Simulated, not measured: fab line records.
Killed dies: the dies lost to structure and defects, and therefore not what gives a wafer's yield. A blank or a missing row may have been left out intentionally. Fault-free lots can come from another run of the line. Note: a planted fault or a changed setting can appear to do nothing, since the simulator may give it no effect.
fab line records	flow berkeley-cmos170
[record] lots = 5	wafers = 23
route steps=331 shown ACTIVE@65 PFIELD@80 FIELD@89 SCREENOX@101 PVT@116 GATE@130 SPACER@171
start-h: hours from the record's first day to the start of the lot's first wafer shown	wait-h: hours elapsed since this lot's preceding step	" same as the row above	L1.1+2: a row that stands for several wafers	- value missing, or start not given	* or withheld: withheld	< > ~ a bound
route shown NAME@n: a module of which the file shows steps, and the number in the route of the first	usual: mean/standard deviation taken from wafers without a fault	same: alike in all rows	chamber/n: place in a boat	sites: each site's reading	_std_site: how widely they spread, as a standard deviation	_edge_site: inner sites' mean taken away from outer sites' mean	radius-mm: for every site, how far away it sits from the centre of the wafer	mask NAME#n: copy n	behind: tool/chamber where the wafer was last shaped	hold: why the lot went on hold/how many hours it stayed there/how the hold came to an end	device: which transistor (n, p or np) failed to switch	end of line: the same wafers' tests at the end of the route	step lacking rows: just its recipe	killed: not the wafer's yield, but the dies lost to structure and defects at the first sort	map: per-die view of a wafer (x killed, . not killed, _ where there is no die)
set.NAME: the setting that was run; set.NAME@STEP: the one run at that earlier step	model.NAME: the simulator's own value behind a step, which no gauge read
lots whose settings were changed on purpose; a table a step, a row a wafer
[[steps]]
[step UCB170_ACTIVE_CVD_05]
[recipe] material = Si3N4	target-thk-nm = 220	temp-c = 800	precursor = SiH2Cl2/NH3	time-s = 3300	pressure-mtorr = 200	sih2cl2-flow-sccm = 25	nh3-flow-sccm = 75
lot.wafer	tool	chamber	start-h	wait-h	set.nh3-flow-sccm
L074.1+2+3+4+6	-	-	-	0.1	67.8
L077.2+4+6	lpcvd-01	0	87.61	0.0	75
L078.1+2+4+5+6	-	-	-	0.0	82.55
L082.1+2+4+5+6	-	-	-	0.0	68.24
L083.1+2+4+5+6	-	-	-	0.0	65.24
[step UCB170_ACTIVE_STRIP_16]
[recipe] chemistry = O2	power-w = 400	pressure-mtorr = 3500	platen-temp-c = withheld	o2-flow-sccm = 400	overash-fraction = 0.5
[usual] oes-product-au = 0.721/0.0041	strip-time-to-endpoint-s = 18.12/0.072
lot.wafer	tool	chamber	start-h	wait-h	set.power-w	oes-product-au	strip-time-to-endpoint-s
L074.1	plasma-asher-03	0	74.53	0.1	412.1	0.733	17.75
L074.2	"	1	"	"	400	0.727	18.22
L074.3	"	0	"	"	412.1	0.723	17.75
L074.4	"	1	"	"	400	0.719	18.09
L074.6	"	0	"	"	412.1	0.732	17.72
L077.2	plasma-asher-04	0	91.00	0.1	400	0.717	18.11
L077.4	"	1	"	"	400	0.721	18.12
L077.6	"	0	"	"	400	0.717	18.11
L078.1	plasma-asher-03	0	105.81	0.1	430.9	0.749	17.16
L078.2	"	1	"	"	430.9	0.750	17.15
L078.4	"	1	"	"	400	0.721	17.93
L078.5	"	1	"	"	430.9	0.749	17.12
L078.6	"	0	"	"	400	0.723	18.05
L082.1	plasma-asher-01	0	123.47	0.1	418.5	0.731	17.46
L082.2	"	1	"	"	418.5	0.739	17.67
L082.4	"	0	"	"	400	0.729	17.99
L082.5	"	0	"	"	400	0.726	18.00
L082.6	"	1	"	"	418.5	0.737	17.44
L083.1	plasma-asher-03	0	123.80	0.1	400	0.721	18.14
L083.2	"	1	"	"	400	0.717	18.07
L083.4	"	1	"	"	400	0.720	17.99
L083.5	"	1	"	"	400	0.720	18.09
L083.6	"	0	"	"	400	0.723	18.06
[step UCB170_PFIELD_COAT_01]
[recipe] resist = KrF	spin-rpm = 1500	resist-thk-nm = 900
lot.wafer	tool	chamber	start-h	wait-h	set.spin-rpm	model.KrF_of_PFIELD_COAT_01.thk-nm
L074.1	litho-track-03	0	77.11	0.1	1500	903
L074.2	"	0	"	"	1500	904.5
L074.3	"	0	"	"	1500	902.9
L074.4	"	0	"	"	1500	904.6
L074.6	"	0	"	"	1500	901.2
L077.2	litho-track-03	0	92.62	0.1	1500	906.8
L077.4	"	0	"	"	1500	906.7
L077.6	"	0	"	"	1500	909.7
L078.1	litho-track-01	0	106.37	0.1	1500	903
L078.2	"	0	"	"	1574	884
L078.4	"	0	"	"	1574	882
L078.5	"	0	"	"	1500	901.4
L078.6	"	0	"	"	1500	901.2
L082.1	litho-track-03	0	124.01	0.1	1500	898.9
L082.2	"	0	"	"	1500	899.8
L082.4	"	0	"	"	1500	903.2
L082.5	"	0	"	"	1500	901.6
L082.6	"	0	"	"	1500	902.2
L083.1	litho-track-03	0	124.46	0.1	1464	910.2
L083.2	"	0	"	"	1464	908.4
L083.4	"	0	"	"	1464	910.8
L083.5	"	0	"	"	1500	899.8
L083.6	"	0	"	"	1500	899.2
[step UCB170_PFIELD_SOFTBAKE_02]
[recipe] resist = KrF	temp-c = 130	time-s = 57.92
[step UCB170_PFIELD_EXPOSE_03]
[recipe] mask-id = PFIELD	na = 0.5	sigma-outer = 0.6	source-shape = conventional	target-cd-nm = 1500	dose-mj = 30
[step UCB170_PFIELD_IMPLANT_07]
[recipe] species = B	dose-cm2 = 2e+13	energy-kev = 80	tilt-deg = 7
[step UCB170_PFIELD_STRIP_08]
[recipe] chemistry = O2	power-w = 400	pressure-mtorr = 3500	platen-temp-c = withheld	o2-flow-sccm = 400	overash-fraction = 0.5
[usual] strip-time-to-endpoint-s = 21.68/0.062
lot.wafer	tool	chamber	start-h	wait-h	set.spin-rpm@PFIELD_COAT_01	strip-time-to-endpoint-s
L074.1	plasma-asher-02	1	78.51	0.1	1500	21.71
L074.2	"	0	"	"	1500	21.73
L074.3	"	0	"	"	1500	21.68
L074.4	"	1	"	"	1500	21.74
L074.6	"	1	"	"	1500	21.66
L077.2	plasma-asher-03	1	93.47	0.1	1500	21.78
L077.4	"	0	"	"	1500	21.79
L077.6	"	1	"	"	1500	21.87
L078.1	plasma-asher-02	0	107.37	0.1	1500	21.71
L078.2	"	1	"	"	1574	21.25
L078.4	"	0	"	"	1574	21.19
L078.5	"	0	"	"	1500	21.66
L078.6	"	1	"	"	1500	21.66
L082.1	plasma-asher-02	1	125.01	0.1	1500	21.60
L082.2	"	0	"	"	1500	21.62
L082.4	"	1	"	"	1500	21.68
L082.5	"	0	"	"	1500	21.67
L082.6	"	1	"	"	1500	21.69
L083.1	plasma-asher-04	0	125.46	0.1	1464	21.88
L083.2	"	1	"	"	1464	21.82
L083.4	"	0	"	"	1464	21.90
L083.5	"	1	"	"	1500	21.64
L083.6	"	0	"	"	1500	21.61
[step UCB170_FIELD_CLEAN_00]
[recipe] chemistry = dHF	dilution = 25:1	time-s = 7.5
lot.wafer	tool	chamber	start-h	wait-h	set.nh3-flow-sccm@ACTIVE_CVD_05	model.Si3N4_of_ACTIVE_CVD_05.thk-nm
L074.1	wet-bench-01	0	81.71	3.1	67.8	203.8
L074.2	"	0	"	"	67.8	203.5
L074.3	"	0	"	"	67.8	205.3
L074.4	"	0	"	"	67.8	203
L074.6	"	0	"	"	67.8	201.5
L077.2	wet-bench-02	0	93.64	0.1	75	218.8
L077.4	"	0	"	"	75	218.9
L077.6	"	0	"	"	75	219.6
L078.1	wet-bench-02	0	107.53	0.1	82.55	235.8
L078.2	"	0	"	"	82.55	237.4
L078.4	"	0	"	"	82.55	236
L078.5	"	0	"	"	82.55	237.1
L078.6	"	0	"	"	82.55	235.4
L082.1	wet-bench-03	0	126.28	1.2	68.24	203.8
L082.2	"	0	"	"	68.24	205.1
L082.4	"	0	"	"	68.24	204
L082.5	"	0	"	"	68.24	204.6
L082.6	"	0	"	"	68.24	206
L083.1	wet-bench-03	2	126.28	0.7	65.24	198.6
L083.2	"	2	"	"	65.24	199.3
L083.4	"	2	"	"	65.24	198.1
L083.5	"	2	"	"	65.24	197.7
L083.6	"	2	"	"	65.24	197.8
[step UCB170_SCREENOX_OXIDATION_01]
[recipe] temp-c = 900	ambient = O2	target-thk-a = 144	ox-time-s = 2400
lot.wafer	tool	chamber	start-h	wait-h	set.temp-c	model.SiO2_of_SCREENOX_OXIDATION_01.thk-nm
L074.1	-	-	-	4.3	891.5	13.26
L074.2	"	-	"	"	891.5	13.25
L074.3	"	-	"	"	891.5	13.32
L074.4	"	-	"	"	891.5	13.33
L074.6	"	-	"	"	891.5	13.39
L077.2	furnace-04	0	113.60	3.3	900	14.41
L077.4	"	0	"	"	900	14.24
L077.6	"	0	"	"	900	14.19
L078.1	-	-	-	2.2	925.8	18.81
L078.2	"	-	"	"	925.8	18.97
L078.4	"	-	"	"	925.8	19.11
L078.5	"	-	"	"	925.8	19
L078.6	"	-	"	"	925.8	19.05
L082.1	-	-	-	2.7	914.4	17.14
L082.2	"	-	"	"	914.4	17.22
L082.4	"	-	"	"	914.4	17.2
L082.5	"	-	"	"	914.4	17.49
L082.6	"	-	"	"	914.4	17.13
L083.1	-	-	-	2.7	875.3	10.72
L083.2	"	-	"	"	875.3	11.12
L083.4	"	-	"	"	875.3	10.94
L083.5	"	-	"	"	875.3	10.79
L083.6	"	-	"	"	875.3	11.01
[step UCB170_SCREENOX_THK_MEAS_02]
[recipe] reads = SiO2_of_SCREENOX_OXIDATION_01
[usual] SCREENOX_OXIDE_THK = 14.5/0.32
lot.wafer	tool	chamber	start-h	wait-h	set.temp-c@SCREENOX_OXIDATION_01	SCREENOX_OXIDE_THK[nm]
L074.1	film-metro-02	-	-	-	891.5	13.3
L074.2	"	-	"	"	891.5	13.3
L074.3	"	-	"	"	891.5	13.4
L074.4	"	-	"	"	891.5	13.3
L074.6	"	-	"	"	891.5	13.4
L077.2	film-metro-02	-	115.28	0.0	900	14.3
L077.4	"	-	"	"	900	14.3
L077.6	"	-	"	"	900	14.2
L078.1	film-metro-01	-	-	-	925.8	18.8
L078.2	"	-	"	"	925.8	19.0
L078.4	"	-	"	"	925.8	19.1
L078.5	"	-	"	"	925.8	19.0
L078.6	"	-	"	"	925.8	19.0
L082.1	film-metro-01	-	-	-	914.4	17.1
L082.2	"	-	"	"	914.4	17.2
L082.4	"	-	"	"	914.4	17.2
L082.5	"	-	"	"	914.4	17.5
L082.6	"	-	"	"	914.4	17.2
L083.1	film-metro-04	-	-	-	875.3	10.7
L083.2	"	-	"	"	875.3	11.1
L083.4	"	-	"	"	875.3	10.9
L083.5	"	-	"	"	875.3	10.9
L083.6	"	-	"	"	875.3	11.0
[step UCB170_PVT_COAT_01]
[recipe] resist = KrF	spin-rpm = 1500	resist-thk-nm = 900
lot.wafer	tool	chamber	start-h	wait-h	set.resist-thk-nm	model.KrF_of_PVT_COAT_01.thk-nm
L074.1	litho-track-02	0	113.65	0.1	900	894.6
L074.2	"	0	"	"	900	896.6
L074.3	"	0	"	"	900	897.8
L074.4	"	0	"	"	900	898.3
L074.6	"	0	"	"	900	897
L077.2	litho-track-02	0	122.43	0.1	900	892.5
L077.4	"	0	"	"	900	895.3
L077.6	"	0	"	"	900	892.9
L078.1	litho-track-02	0	134.17	0.1	900	902
L078.2	"	0	"	"	900	902.1
L078.4	"	0	"	"	900	898.7
L078.5	"	0	"	"	900	900.7
L078.6	"	0	"	"	900	900.2
L083.1	litho-track-02	0	157.99	0.1	883.7	883.7
L083.2	"	0	"	"	900	900.1
L083.4	"	0	"	"	900	902.6
L083.5	"	0	"	"	883.7	884
L083.6	"	0	"	"	883.7	884.3
L082.1	litho-track-04	0	158.08	0.1	919.3	919.6
L082.2	"	0	"	"	919.3	919.9
L082.4	"	0	"	"	900	901.1
L082.5	"	0	"	"	900	898.8
L082.6	"	0	"	"	900	900.1
[step UCB170_PVT_IMPLANT_07]
[recipe] species = P	dose-cm2 = 2e+12	energy-kev = 30	tilt-deg = 7
lot.wafer	tool	chamber	start-h	wait-h	set.tilt-deg
L074.1+6	implanter-03	0	114.59	0.0	7
L074.2+3+4	"	0	"	"	8.037
L077.2+4+6	implanter-03	0	123.49	0.0	7
L078.1+2+4+5+6	implanter-02	0	135.23	0.0	7
L083.1+4	implanter-03	0	158.79	0.0	7.49
L083.2+5+6	"	0	"	"	7
L082.1+6	implanter-02	0	158.96	0.0	7
L082.2+4+5	"	0	"	"	6.269
[step UCB170_PVT_STRIP_08]
[recipe] chemistry = O2	power-w = 400	pressure-mtorr = 3500	platen-temp-c = withheld	o2-flow-sccm = 400	overash-fraction = 0.5
[usual] strip-time-to-endpoint-s = 21.64/0.08
lot.wafer	tool	chamber	start-h	wait-h	set.resist-thk-nm@PVT_COAT_01	strip-time-to-endpoint-s
L074.1	plasma-asher-01	0	114.74	0.1	900	21.50
L074.2	"	1	"	"	900	21.52
L074.3	"	1	"	"	900	21.57
L074.4	"	0	"	"	900	21.58
L074.6	"	1	"	"	900	21.55
L077.2	plasma-asher-04	1	123.61	0.1	900	21.45
L077.4	"	0	"	"	900	21.50
L077.6	"	0	"	"	900	21.46
L078.1	plasma-asher-02	1	135.38	0.1	900	21.67
L078.2	"	0	"	"	900	21.68
L078.4	"	1	"	"	900	21.58
L078.5	"	0	"	"	900	21.64
L078.6	"	1	"	"	900	21.62
L083.1	plasma-asher-01	0	158.94	0.1	883.7	21.25
L083.2	"	1	"	"	900	21.64
L083.4	"	1	"	"	900	21.71
L083.5	"	1	"	"	883.7	21.24
L083.6	"	0	"	"	883.7	21.25
L082.1	plasma-asher-04	1	159.11	0.1	919.3	22.08
L082.2	"	0	"	"	919.3	22.11
L082.4	"	1	"	"	900	21.64
L082.5	"	1	"	"	900	21.60
L082.6	"	0	"	"	900	21.63
[step UCB170_GATE_CVD_04]
[recipe] material = poly-Si	temp-c = 610	precursor = SiH4	time-s = 1440	pressure-mtorr = 375	target-thk-nm = 214	sih4-flow-sccm = 120
lot.wafer	tool	chamber	start-h	wait-h	set.time-s	model.poly-Si_of_GATE_CVD_04.thk-nm
L074.1	-	-	-	1.1	1284	190.2
L074.2	"	-	"	"	1284	190
L074.3	"	-	"	"	1284	191.1
L074.4	"	-	"	"	1284	191.5
L074.6	"	-	"	"	1284	190.5
L077.2+4	lpcvd-02	1	132.26	1.6	1440	211.8
L077.6	"	1	"	"	1440	212.5
L078.1	-	-	-	0.0	1247	185.8
L078.2	"	-	"	"	1247	185.7
L078.4	"	-	"	"	1247	185.3
L078.5	"	-	"	"	1247	184.9
L078.6	"	-	"	"	1247	186.3
L082.1	-	-	-	0.0	1369	205.6
L082.2	"	-	"	"	1369	204.8
L082.4	"	-	"	"	1369	205.2
L082.5	"	-	"	"	1369	205.4
L082.6	"	-	"	"	1369	203.6
L083.1	-	-	-	0.0	1587	234.2
L083.2	"	-	"	"	1587	235.8
L083.4	"	-	"	"	1587	234.6
L083.5	"	-	"	"	1587	235.9
L083.6	"	-	"	"	1587	234.9
[step UCB170_GATE_THK_MEAS_05]
[recipe] reads = poly-Si_of_GATE_CVD_04
[usual] GATE_POLY_THK = 213.6/1.3
lot.wafer	tool	chamber	start-h	wait-h	set.time-s@GATE_CVD_04	GATE_POLY_THK[nm]
L074.1	film-metro-02	-	-	-	1284	190.2
L074.2	"	-	"	"	1284	190.0
L074.3	"	-	"	"	1284	191.2
L074.4	"	-	"	"	1284	191.4
L074.6	"	-	"	"	1284	190.6
L077.2	film-metro-02	-	134.37	0.0	1440	211.7
L077.4	"	-	"	"	1440	211.9
L077.6	"	-	"	"	1440	212.3
L078.1	film-metro-02	-	-	-	1247	185.8
L078.2	"	-	"	"	1247	185.7
L078.4	"	-	"	"	1247	185.4
L078.5	"	-	"	"	1247	184.8
L078.6	"	-	"	"	1247	186.3
L082.1	film-metro-02	-	-	-	1369	205.6
L082.2	"	-	"	"	1369	204.9
L082.4	"	-	"	"	1369	205.3
L082.5	"	-	"	"	1369	205.5
L082.6	"	-	"	"	1369	203.5
L083.1	film-metro-03	-	-	-	1587	234.2
L083.2	"	-	"	"	1587	235.7
L083.4	"	-	"	"	1587	234.8
L083.5	"	-	"	"	1587	235.9
L083.6	"	-	"	"	1587	235.0
[step UCB170_GATE_ETCH_14]
[recipe] chemistry = N2/H2	target-depth-a = withheld	overetch-a = withheld	target = BARC	time-s = withheld	source-w = 500	bias-w = 100	pressure-mtorr = 30	n2-flow-sccm = 100	h2-flow-sccm = 200
lot.wafer	tool	chamber	start-h	wait-h	set.bias-w
L074.1+2+3+4+6	rie-diel-02	1,0,2,3,1	126.97	0.0	100
L077.2+4+6	rie-diel-03	2,2,3	135.54	0.0	100
L078.1+5	rie-diel-01	0,3	149.54	0.0	92.34
L078.2+4+6	"	1,3,0	"	"	100
L082.1+2+4+5+6	rie-diel-01	3,2,0,1,0	172.35	0.0	100
L083.1+5	rie-diel-02	3	172.37	0.0	95.36
L083.2+4+6	"	0,1,2	"	"	100
[step UCB170_GATE_ETCH_15]
[recipe] chemistry = HBr/Cl2	target = poly-Si	stop-on = SiO2	over-etch-frac = 0.3	icp-w = 300	bias-w = 150	time-s = 56.3	pressure-mtorr = 15	HBr_flow_sccm = 150	Cl2_flow_sccm = 50	target-depth-a = 2782
[usual] oes-product-au = 0.837/0.013
lot.wafer	tool	chamber	start-h	wait-h	set.time-s@GATE_CVD_04	oes-product-au	model.GATE.feature-depth-nm	model.etch.depth-nm
L074.1	rie-si-02	2	127.01	-	1284	0.787	190.2	190.2
L074.2	"	3	"	"	1284	0.782	190	190
L074.3	"	0	"	"	1284	0.762	191.1	191.1
L074.4	"	1	"	"	1284	0.769	191.5	191.5
L074.6	"	2	"	"	1284	0.791	190.5	190.5
L077.2	rie-si-01	2	135.58	-	1440	0.806	211.8	211.8
L077.4	"	0	"	"	1440	0.826	211.9	211.8
L077.6	"	0	"	"	1440	0.830	212.5	212.5
L078.1	rie-si-02	2	149.58	-	1247	0.779	185.8	185.8
L078.2	"	0	"	"	1247	0.752	185.7	185.7
L078.4	"	1	"	"	1247	0.761	185.3	185.3
L078.5	"	0	"	"	1247	0.754	184.9	184.9
L078.6	"	1	"	"	1247	0.753	186.3	186.3
L082.1	rie-si-02	3	172.39	-	1369	0.826	205.6	205.6
L082.2	"	2	"	"	1369	0.821	204.8	204.8
L082.4	"	0	"	"	1369	0.801	205.2	205.2
L082.5	"	1	"	"	1369	0.803	205.4	205.4
L082.6	"	0	"	"	1369	0.809	203.6	203.6
L083.1	rie-si-01	0	172.42	-	1587	0.893	234.2	234.2
L083.2	"	1	"	"	1587	0.915	235.8	235.8
L083.4	"	3	"	"	1587	0.888	234.6	234.6
L083.5	"	1	"	"	1587	0.909	235.9	235.9
L083.6	"	0	"	"	1587	0.891	235	234.9
[step UCB170_SPACER_CVD_00]
[recipe] material = SiO2	target-thk-nm = 376	temp-c = 390	precursor = TEOS/O2	time-s = 47	rf-w = 550	pressure-mtorr = 9000
lot.wafer	tool	chamber	start-h	wait-h	set.time-s	model.SiO2_of_SPACER_CVD_00.thk-nm
L074.1	pecvd-01	2	131.35	0.0	43.59	345.5
L074.2	"	1	"	"	47	374.8
L074.3	"	0	"	"	47	365.3
L074.4	"	1	"	"	43.59	355.3
L074.6	"	2	"	"	47	380.1
L077.2	pecvd-03	1	141.59	0.0	47	369.3
L077.4	"	2	"	"	47	375.5
L077.6	"	0	"	"	47	378.7
L078.1	pecvd-01	2	154.09	0.0	42.56	338.1
L078.2	"	1	"	"	47	377
L078.4	"	0	"	"	47	380.9
L078.5	"	1	"	"	47	378.6
L078.6	"	2	"	"	42.56	342.8
L082.1	pecvd-02	2	176.88	0.0	47	370
L082.2	"	1	"	"	52.5	415.8
L082.4	"	2	"	"	47	379.8
L082.5	"	0	"	"	52.5	419
L082.6	"	1	"	"	52.5	416.7
L083.1	pecvd-03	1	177.23	0.0	42.16	330.1
L083.2	"	0	"	"	47	368.8
L083.4	"	0	"	"	47	378.4
L083.5	"	1	"	"	42.16	334
L083.6	"	2	"	"	42.16	329.6
[step UCB170_SPACER_THK_MEAS_01]
[recipe] reads = SiO2_of_SPACER_CVD_00
[usual] SPACER_TEOS_THK = 376/5.2
lot.wafer	tool	chamber	start-h	wait-h	set.time-s@SPACER_CVD_00	SPACER_TEOS_THK[nm]
L074.1	film-metro-02	-	131.39	0.0	43.59	346
L074.2	"	-	"	"	47	375
L074.3	"	-	"	"	47	365
L074.4	"	-	"	"	43.59	356
L074.6	"	-	"	"	47	380
L077.2	film-metro-02	-	141.65	0.0	47	369
L077.4	"	-	"	"	47	376
L077.6	"	-	"	"	47	378
L078.1	film-metro-04	-	154.14	0.0	42.56	338
L078.2	"	-	"	"	47	377
L078.4	"	-	"	"	47	381
L078.5	"	-	"	"	47	379
L078.6	"	-	"	"	42.56	343
L082.1	film-metro-04	-	176.92	0.0	47	370
L082.2	"	-	"	"	52.5	416
L082.4	"	-	"	"	47	379
L082.5	"	-	"	"	52.5	419
L082.6	"	-	"	"	52.5	416
L083.1	film-metro-04	-	177.27	0.0	42.16	330
L083.2	"	-	"	"	47	369
L083.4	"	-	"	"	47	378
L083.5	"	-	"	"	42.16	334
L083.6	"	-	"	"	42.16	330
[step UCB170_SPACER_ANNEAL_02]
[recipe] temp-c = 900	time-s = 1800	ambient = N2
[step UCB170_SPACER_ETCHBACK_03]
[recipe] stop-on = Si	target = SiO2	chemistry = CHF3/CF4/Ar	CHF3_flow_sccm = 50	cf4-flow-sccm = 10	Ar_flow_sccm = 120	pressure-mtorr = 200	rf-w = 500	target-depth-a = 3760	time-s = 100
[usual] oes-product-au = 0.895/0.017
lot.wafer	tool	chamber	start-h	wait-h	set.time-s@SPACER_CVD_00	oes-product-au	model.etch.depth-nm
L074.1	rie-diel-04	3	135.37	0.0	43.59	0.848	345.5
L074.2	"	2	"	"	47	0.903	374.8
L074.3	"	1	"	"	47	0.869	365.3
L074.4	"	0	"	"	43.59	0.855	355.3
L074.6	"	2	"	"	47	0.915	380.1
L077.2	rie-diel-04	0	145.19	0.0	47	0.880	369.3
L077.4	"	1	"	"	47	0.879	375.5
L077.6	"	0	"	"	47	0.899	378.7
L078.1	rie-diel-02	1	158.18	0.0	42.56	0.828	338.1
L078.2	"	2	"	"	47	0.875	377
L078.4	"	3	"	"	47	0.934	380.9
L078.5	"	2	"	"	47	0.883	378.6
L078.6	"	1	"	"	42.56	0.848	342.8
L082.1	rie-diel-04	1	181.75	0.0	47	0.881	370
L082.2	"	3	"	"	52.5	0.966	415.8
L082.4	"	0	"	"	47	0.904	379.8
L082.5	"	2	"	"	52.5	0.980	419
L082.6	"	1	"	"	52.5	0.952	416.7
L083.1	rie-diel-02	2	181.75	0.0	42.16	0.803	330.1
L083.2	"	0	"	"	47	0.869	368.8
L083.4	"	1	"	"	47	0.911	378.4
L083.5	"	3	"	"	42.16	0.847	334
L083.6	"	0	"	"	42.16	0.797	329.6
[[key]]
[split] step = UCB170_ACTIVE_CVD_05	setting = nh3-flow-sccm	stated = 75	by = lot
[response] step = UCB170_FIELD_CLEAN_00	reading = model.Si3N4_of_ACTIVE_CVD_05.thk-nm	change = +1.65	per = 1%	r = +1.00
[split] step = UCB170_ACTIVE_STRIP_16	setting = power-w	stated = 400	by = wafer
[response] step = UCB170_ACTIVE_STRIP_16	reading = oes-product-au	change = +0.00299	per = 1%	r = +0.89
[response] step = UCB170_ACTIVE_STRIP_16	reading = strip-time-to-endpoint-s	change = *	per = 1%	r = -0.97
[split] step = UCB170_PFIELD_COAT_01	setting = spin-rpm	stated = 1500	by = wafer
[response] step = UCB170_PFIELD_COAT_01	reading = model.KrF_of_PFIELD_COAT_01.thk-nm	change = -3.91	per = 1%	r = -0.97
[response] step = UCB170_PFIELD_STRIP_08	reading = strip-time-to-endpoint-s	change = *	per = 1%	r = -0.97
[split] step = UCB170_SCREENOX_OXIDATION_01	setting = temp-c	stated = 900	by = lot
[response] step = UCB170_SCREENOX_OXIDATION_01	reading = model.SiO2_of_SCREENOX_OXIDATION_01.thk-nm	change = +1.46	per = 1%	r = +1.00
[response] step = UCB170_SCREENOX_THK_MEAS_02	reading = SCREENOX_OXIDE_THK	change = +1.46	per = 1%	r = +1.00
[split] step = UCB170_PVT_COAT_01	setting = resist-thk-nm	stated = 900	by = wafer
[response] step = UCB170_PVT_COAT_01	reading = model.KrF_of_PVT_COAT_01.thk-nm	change = +9.36	per = 1%	r = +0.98
[response] step = UCB170_PVT_STRIP_08	reading = strip-time-to-endpoint-s	change = *	per = 1%	r = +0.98
[split] step = UCB170_PVT_IMPLANT_07	setting = tilt-deg	stated = 7	by = wafer
response none clear
[split] step = UCB170_GATE_CVD_04	setting = time-s	stated = 1440	by = lot
[response] step = UCB170_GATE_CVD_04	reading = model.poly-Si_of_GATE_CVD_04.thk-nm	change = +2.09	per = 1%	r = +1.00
[response] step = UCB170_GATE_THK_MEAS_05	reading = GATE_POLY_THK	change = +2.09	per = 1%	r = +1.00
[response] step = UCB170_GATE_ETCH_15	reading = oes-product-au	change = +0.00571	per = 1%	r = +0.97
[response] step = UCB170_GATE_ETCH_15	reading = model.GATE.feature-depth-nm	change = +2.09	per = 1%	r = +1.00
[response] step = UCB170_GATE_ETCH_15	reading = model.etch.depth-nm	change = +2.09	per = 1%	r = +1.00
[split] step = UCB170_GATE_ETCH_14	setting = bias-w	stated = 100	by = wafer
response none clear
[split] step = UCB170_SPACER_CVD_00	setting = time-s	stated = 47	by = wafer
[response] step = UCB170_SPACER_CVD_00	reading = model.SiO2_of_SPACER_CVD_00.thk-nm	change = +3.79	per = 1%	r = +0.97
[response] step = UCB170_SPACER_THK_MEAS_01	reading = SPACER_TEOS_THK	change = +3.78	per = 1%	r = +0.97
[response] step = UCB170_SPACER_ETCHBACK_03	reading = oes-product-au	change = +0.0065	per = 1%	r = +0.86
[response] step = UCB170_SPACER_ETCHBACK_03	reading = model.etch.depth-nm	change = +3.79	per = 1%	r = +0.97
